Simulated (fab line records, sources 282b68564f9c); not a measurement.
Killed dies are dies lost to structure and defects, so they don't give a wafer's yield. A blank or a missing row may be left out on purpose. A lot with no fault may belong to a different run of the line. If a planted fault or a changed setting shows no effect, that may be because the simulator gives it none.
A struck lot beside a sound one :: flow ritCmos :: 18 out of 202 route steps
Sound: these wafers, L958.1, L958.2, L958.5. Wafers struck: L948.1, L948.2, L948.5. At the end, the cause is stated.
For every step that has rows: the tool of each side, followed by ch and its chambers, followed by its first start. Under that, the readings that differ: sound wafers :: struck wafers :: difference of the means :: sigmas: that difference in standard deviations of wafers without a fault.
alike: a reading whose means differ by less than 2 such deviations, as well as words and numbers matching on both sides. not compared: withheld readings; readings where some wafer has no value; bounds like >300 that might hide an equal value; numbers whose values overlap and for which the record gives no deviation.
The two part at a step that has a row with sigmas, a row that says differs or no value, or rows on one side only. Numbers that don't overlap but have no deviation are shown without sigmas and don't part them. Lack of a reading on every wafer of one side parts them only where that side has two or more wafers.

first, 4 steps without rows for these wafers: RIT_NSD_SOFTBAKE_02 (time 60 s); RIT_NSD_EXPOSE_03 (exposes mask M9, target cd 40700 nm); RIT_NSD_PEB_04; RIT_NSD_DEVELOP_05 (develop time 50 s).
RIT_NSD_OVL_MEAS_06:
  sound on overlay-02 at day 5 22:09; struck on overlay-02 at day 3 19:31
  alike: NSD_OVL
then, 2 steps without rows for these wafers: RIT_NSD_HARDBAKE_07 (time 60 s); RIT_NSD_IMPLANT_08.
RIT_NSD_STRIP_09: strips in O2, time 180 s.
  sound on plasmaAsher-04 ch 0,1, day 5 22:29; struck on plasmaAsher-02 ch 0,1, day 3 19:52
  alike: drypumpMotorCurrentA, rfReflPowerW
  not compared: rfHoursCounterH
RIT_NSD_TW_MEAS_10:
  sound on filmMetro-02 at day 5 22:40; struck on filmMetro-02 at day 3 20:02
  alike: NSD_TW
then, 3 steps without rows for these wafers: RIT_PSD_HMDS_00 (prime time 60 s); RIT_PSD_COAT_01 (resist thk 994.2 nm); RIT_PSD_SOFTBAKE_02 (time 60 s).
RIT_PSD_EXPOSE_03: exposes mask M10, target cd 40900 nm.
  sound on ilineStepper-01 ch 0, day 5 23:10; struck on ilineStepper-02 ch 0, day 3 20:32
reading: model.PSD.overlayXNm (nm)
sound: -0.4048 -0.4048 -0.4048
struck: -149.4 -149.4 -149.4
difference: -149.0
sigmas: 
  alike: mask, stageVelMmS
then, 2 steps without rows for these wafers: RIT_PSD_PEB_04; RIT_PSD_DEVELOP_05 (develop time 50 s).
RIT_PSD_OVL_MEAS_06:
  sound on overlay-01 at day 5 23:34; struck on overlay-02 at day 3 20:56
reading: PSD_OVL (nm)
sound: 0.0 1.8 -0.1
struck: -150.4 -149.9 -148.5
difference: -150.2
sigmas: -94
then, 1 step without rows for these wafers: RIT_PSD_HARDBAKE_07 (time 60 s).
RIT_M1_PROBE_99:
  sound on prober-02 at day 6 08:03; struck on prober-02 at day 4 05:41
reading: model.etest.selectEdgeDiodeP.leakLog10A (angstrom)
sound: -10.3 -10.42 -10.55
struck: -9.915 -9.398 -9.373
difference: +0.861
sigmas: 
  alike: killedAtContacts, killedAtFrontEnd, killedDies, killedOpen, killedShort

== WHERE THEY PART ==
Only at RIT_PSD_OVL_MEAS_06, within this record. Later steps at which nothing parts them and some readings are alike: RIT_M1_PROBE_99.

WHY: what had been put in by the simulator
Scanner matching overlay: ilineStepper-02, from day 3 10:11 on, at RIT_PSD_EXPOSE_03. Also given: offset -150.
